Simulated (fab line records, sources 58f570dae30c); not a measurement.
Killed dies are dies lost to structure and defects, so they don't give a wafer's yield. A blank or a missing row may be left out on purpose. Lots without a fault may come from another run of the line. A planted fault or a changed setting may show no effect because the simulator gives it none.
One fault seen from 2 desks | flow berkeley_cmos170 | each desk has only its own numbers; what lay behind them comes last

THE TOOL OWNER'S DESK: implanter-02
The tool's own readings at UCB170_PVT_IMPLANT_07: means of the sampled wafers that have a number, for each lot that ran on this tool. A lot is out of limits, marked OUT, if its mean lies more than 4 standard deviations from the usual mean; the brackets give that distance.
Columns: A = beam_on_s at UCB170_PVT_IMPLANT_07, usual 10.00 s; B = faraday_current_uA at UCB170_PVT_IMPLANT_07, usual 6.34
lot  | first seen here | A              | B
L893 | day 8 05:32     | 10.11          | 6.29
L894 | day 8 06:05     | 9.89           | 6.41
L898 | day 8 15:00     | 10.17          | 6.22
L899 | day 8 22:28     | 7.64 (-12) OUT | 8.31 (+16) OUT
L902 | day 9 15:34     | 7.63 (-12) OUT | 8.32 (+17) OUT
This desk's finding: out of limits on L899, L902; first on L899, day 8 22:28 (beam_on_s at UCB170_PVT_IMPLANT_07). In limits: L893, L894, L898.

THE METROLOGY DESK
What the gauges read, lot by lot, whatever tool the lot ran on: means of the sampled wafers that have a number. A lot is out of limits, marked OUT, if its mean lies more than 4 standard deviations from the usual mean; the brackets give that distance.
Columns: A = cd_nm at UCB170_ACTIVE_CD_MEAS_13, usual 1200.4 nm; B = NVT_TW at UCB170_NVT_TW_MEAS_09, usual 527.0; C = PVT_TW at UCB170_PVT_TW_MEAS_09, usual 508.2
lot  | first seen here | A      | B     | C
L883 | day 4 17:58     | 1201.3 | 525.5 | 509.3
L887 | day 5 11:10     | 1199.0 | 529.5 | 508.0
L886 | day 5 11:25     | 1200.9 | 527.0 | 505.4
L889 | day 5 23:27     | 1200.1 | 528.2 | 508.0
L888 | day 5 23:53     | 1201.3 | 527.6 | 505.6
L890 | day 6 00:02     | 1200.7 | 526.2 | 505.6
L891 | day 6 15:36     | 1201.9 | 521.4 | 507.7
L894 | day 6 23:16     | 1201.5 | 526.9 | 507.1
L892 | day 6 23:56     | 1199.6 | 526.9 | 508.0
L893 | day 7 00:13     | 1203.8 | 526.5 | 508.6
L895 | day 7 00:14     | 1201.1 | 527.1 | 508.6
L898 | day 7 08:32     | 1200.2 | 527.2 | 510.2
L899 | day 7 16:52     | 1201.5 | 527.3 | 468.6 (-17) OUT
L902 | day 8 02:41     | 1200.7 | 523.9 | 469.8 (-17) OUT
This desk's finding: out of limits on L899, L902; first on L899, day 8 22:41 (PVT_TW at UCB170_PVT_TW_MEAS_09). In limits: L883, L887, L886, L889, L888, L890, L891, L894, L892, L893, L895, L898.

PUT TOGETHER
The tool owner's desk could have raised an alarm at day 8 22:28, on L899, L902.
The metrology desk could have raised an alarm at day 8 22:41, on L899, L902.
Of the lots named, all ran UCB170_PVT_IMPLANT_07 on implanter-02.

WHAT THE SIMULATOR HAD PUT IN
Process parameter drift: implanter-02, from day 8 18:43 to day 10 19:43, at UCB170_PVT_IMPLANT_07. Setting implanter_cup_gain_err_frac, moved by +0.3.
Lots struck among those shown: L899, L902.
Hours from the fault's start to each desk's first reading out of limits: the tool owner's desk, 4; the metrology desk, 4.
